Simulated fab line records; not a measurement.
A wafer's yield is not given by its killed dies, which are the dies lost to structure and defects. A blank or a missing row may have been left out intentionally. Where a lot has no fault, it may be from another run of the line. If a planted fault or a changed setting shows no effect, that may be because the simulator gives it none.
Split-lot experiment || flow berkeley_cmos170 || 5 lots, 23 wafers read, on a route of 331 steps

## ABOUT THE SPLIT
At UCB170_NVT_IMPLANT_07, the setting energy_kev was moved away from the recipe's 50 on 5 of the 23 wafers read, by +2.1% to +2.3%. The other wafers ran this setting at the recipe's value.

The split's own step is where the reading is taken.

## THE READING
In nm, at UCB170_NVT_IMPLANT_07: implant.drp_nm, which is the simulator's own figure and was read by no gauge. The file does not state a usual value for it.

{"wafer": "L079.2", "tool, chamber at the split": "implanter-04, 0", "energy_kev as run": 50, "against the recipe": "recipe", "implant.drp_nm, nm": 18.57, "against lot-mates on the recipe": "-"}
{"wafer": "L079.4", "tool, chamber at the split": "implanter-04, 0", "energy_kev as run": 50, "against the recipe": "recipe", "implant.drp_nm, nm": 18.57, "against lot-mates on the recipe": "-"}
{"wafer": "L079.5", "tool, chamber at the split": "implanter-04, 0", "energy_kev as run": 50, "against the recipe": "recipe", "implant.drp_nm, nm": 18.57, "against lot-mates on the recipe": "-"}
{"wafer": "L079.3", "tool, chamber at the split": "implanter-04, 0", "energy_kev as run": 51.07, "against the recipe": "+2.1%", "implant.drp_nm, nm": 18.86, "against lot-mates on the recipe": "+0.29"}
{"wafer": "L079.6", "tool, chamber at the split": "implanter-04, 0", "energy_kev as run": 51.07, "against the recipe": "+2.1%", "implant.drp_nm, nm": 18.86, "against lot-mates on the recipe": "+0.29"}
{"wafer": "L081.1", "tool, chamber at the split": "implanter-01, 0", "energy_kev as run": 50, "against the recipe": "recipe", "implant.drp_nm, nm": 18.57, "against lot-mates on the recipe": "-"}
{"wafer": "L081.2", "tool, chamber at the split": "implanter-01, 0", "energy_kev as run": 50, "against the recipe": "recipe", "implant.drp_nm, nm": 18.57, "against lot-mates on the recipe": "-"}
{"wafer": "L081.3", "tool, chamber at the split": "implanter-01, 0", "energy_kev as run": 50, "against the recipe": "recipe", "implant.drp_nm, nm": 18.57, "against lot-mates on the recipe": "-"}
{"wafer": "L081.4", "tool, chamber at the split": "implanter-01, 0", "energy_kev as run": 50, "against the recipe": "recipe", "implant.drp_nm, nm": 18.57, "against lot-mates on the recipe": "-"}
{"wafer": "L081.6", "tool, chamber at the split": "implanter-01, 0", "energy_kev as run": 50, "against the recipe": "recipe", "implant.drp_nm, nm": 18.57, "against lot-mates on the recipe": "-"}
{"wafer": "L083.1", "tool, chamber at the split": "implanter-03, 0", "energy_kev as run": 50, "against the recipe": "recipe", "implant.drp_nm, nm": 18.57, "against lot-mates on the recipe": "-"}
{"wafer": "L083.4", "tool, chamber at the split": "implanter-03, 0", "energy_kev as run": 50, "against the recipe": "recipe", "implant.drp_nm, nm": 18.57, "against lot-mates on the recipe": "-"}
{"wafer": "L083.5", "tool, chamber at the split": "implanter-03, 0", "energy_kev as run": 50, "against the recipe": "recipe", "implant.drp_nm, nm": 18.57, "against lot-mates on the recipe": "-"}
{"wafer": "L084.2", "tool, chamber at the split": "implanter-04, 0", "energy_kev as run": 50, "against the recipe": "recipe", "implant.drp_nm, nm": 18.57, "against lot-mates on the recipe": "-"}
{"wafer": "L084.3", "tool, chamber at the split": "implanter-04, 0", "energy_kev as run": 50, "against the recipe": "recipe", "implant.drp_nm, nm": 18.57, "against lot-mates on the recipe": "-"}
{"wafer": "L084.4", "tool, chamber at the split": "implanter-04, 0", "energy_kev as run": 50, "against the recipe": "recipe", "implant.drp_nm, nm": 18.57, "against lot-mates on the recipe": "-"}
{"wafer": "L084.5", "tool, chamber at the split": "implanter-04, 0", "energy_kev as run": 50, "against the recipe": "recipe", "implant.drp_nm, nm": 18.57, "against lot-mates on the recipe": "-"}
{"wafer": "L084.6", "tool, chamber at the split": "implanter-04, 0", "energy_kev as run": 50, "against the recipe": "recipe", "implant.drp_nm, nm": 18.57, "against lot-mates on the recipe": "-"}
{"wafer": "L085.1", "tool, chamber at the split": "implanter-03, 0", "energy_kev as run": 50, "against the recipe": "recipe", "implant.drp_nm, nm": 18.57, "against lot-mates on the recipe": "-"}
{"wafer": "L085.2", "tool, chamber at the split": "implanter-03, 0", "energy_kev as run": 50, "against the recipe": "recipe", "implant.drp_nm, nm": 18.57, "against lot-mates on the recipe": "-"}
{"wafer": "L085.3", "tool, chamber at the split": "implanter-03, 0", "energy_kev as run": 51.13, "against the recipe": "+2.3%", "implant.drp_nm, nm": 18.87, "against lot-mates on the recipe": "+0.30"}
{"wafer": "L085.4", "tool, chamber at the split": "implanter-03, 0", "energy_kev as run": 51.13, "against the recipe": "+2.3%", "implant.drp_nm, nm": 18.87, "against lot-mates on the recipe": "+0.30"}
{"wafer": "L085.5", "tool, chamber at the split": "implanter-03, 0", "energy_kev as run": 51.13, "against the recipe": "+2.3%", "implant.drp_nm, nm": 18.87, "against lot-mates on the recipe": "+0.30"}

FIT RESULTS
A straight line over all 23 wafers: implant.drp_nm changes by +0.134 nm for each +1% of energy_kev; r = +1.00; the points scatter about the line by 0.0014 nm.
The same after taking each lot's own level away (the mean of its wafers on the recipe; 23 wafers): +0.134 nm for each +1%; r = +1.00; scatter 0.0014 nm.
On that fit, the largest move of energy_kev shifts the reading by 0.3 nm.
The lots' own levels span 18.570 to 18.570 nm.
Consequently the slope shifts little with the lot-to-lot level, the two slopes agreeing.
Check: with one of the wafers moved furthest among these (+2.3%) left out of the fit, the line predicts +0.303 nm for it against its lot-mates. Against them it came out at +0.3 nm.

## THESE WAFERS: OTHER SPLITS
Other splits were also applied to these wafers ahead of the reading. Each is held against what the fit with the lots' levels taken away leaves over:
{"other split on the same wafers": "UCB170_ZERO_COAT_01 resist_thk_nm", "wafers away from the commonest value": 8, "r with implant.drp_nm (lot level and that fit taken away)": -0.08}
{"other split on the same wafers": "UCB170_ZERO_DEVELOP_05 develop_time_s", "wafers away from the commonest value": 9, "r with implant.drp_nm (lot level and that fit taken away)": -0.35}
{"other split on the same wafers": "UCB170_NWELL_IMPLANT_14 dose_cm2", "wafers away from the commonest value": 6, "r with implant.drp_nm (lot level and that fit taken away)": "+0.01"}
{"other split on the same wafers": "UCB170_PWELL_OXIDATION_02 temp_c", "wafers away from the commonest value": 15, "r with implant.drp_nm (lot level and that fit taken away)": "+0.20"}
{"other split on the same wafers": "UCB170_ACTIVE_COAT_08 spin_rpm", "wafers away from the commonest value": 11, "r with implant.drp_nm (lot level and that fit taken away)": -0.40}
{"other split on the same wafers": "UCB170_ACTIVE_PEB_11 peb_temp_c", "wafers away from the commonest value": 8, "r with implant.drp_nm (lot level and that fit taken away)": -0.03}
{"other split on the same wafers": "UCB170_PFIELD_IMPLANT_07 energy_kev", "wafers away from the commonest value": 6, "r with implant.drp_nm (lot level and that fit taken away)": "+0.25"}
{"other split on the same wafers": "UCB170_NVT_COAT_01 spin_rpm", "wafers away from the commonest value": 8, "r with implant.drp_nm (lot level and that fit taken away)": "+0.35"}

## THE WHOLE CHAIN: every reading that the file lists as answering this split, in the file's order
{"step": "UCB170_NVT_IMPLANT_07", "what it does": "", "reading": "implant.rp_nm (the simulator's own value, which no gauge read)", "change (the file's fit)": "+0.36 nm for each +1% of the setting", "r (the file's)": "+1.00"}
{"step": "UCB170_NVT_IMPLANT_07", "what it does": "", "reading": "implant.drp_nm (the simulator's own value, which no gauge read)", "change (the file's fit)": "+0.134 nm for each +1% of the setting", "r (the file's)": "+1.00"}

## THE FILE'S OWN FIT
implant.drp_nm changes by +0.134 nm for each +1% of energy_kev, r = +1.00.
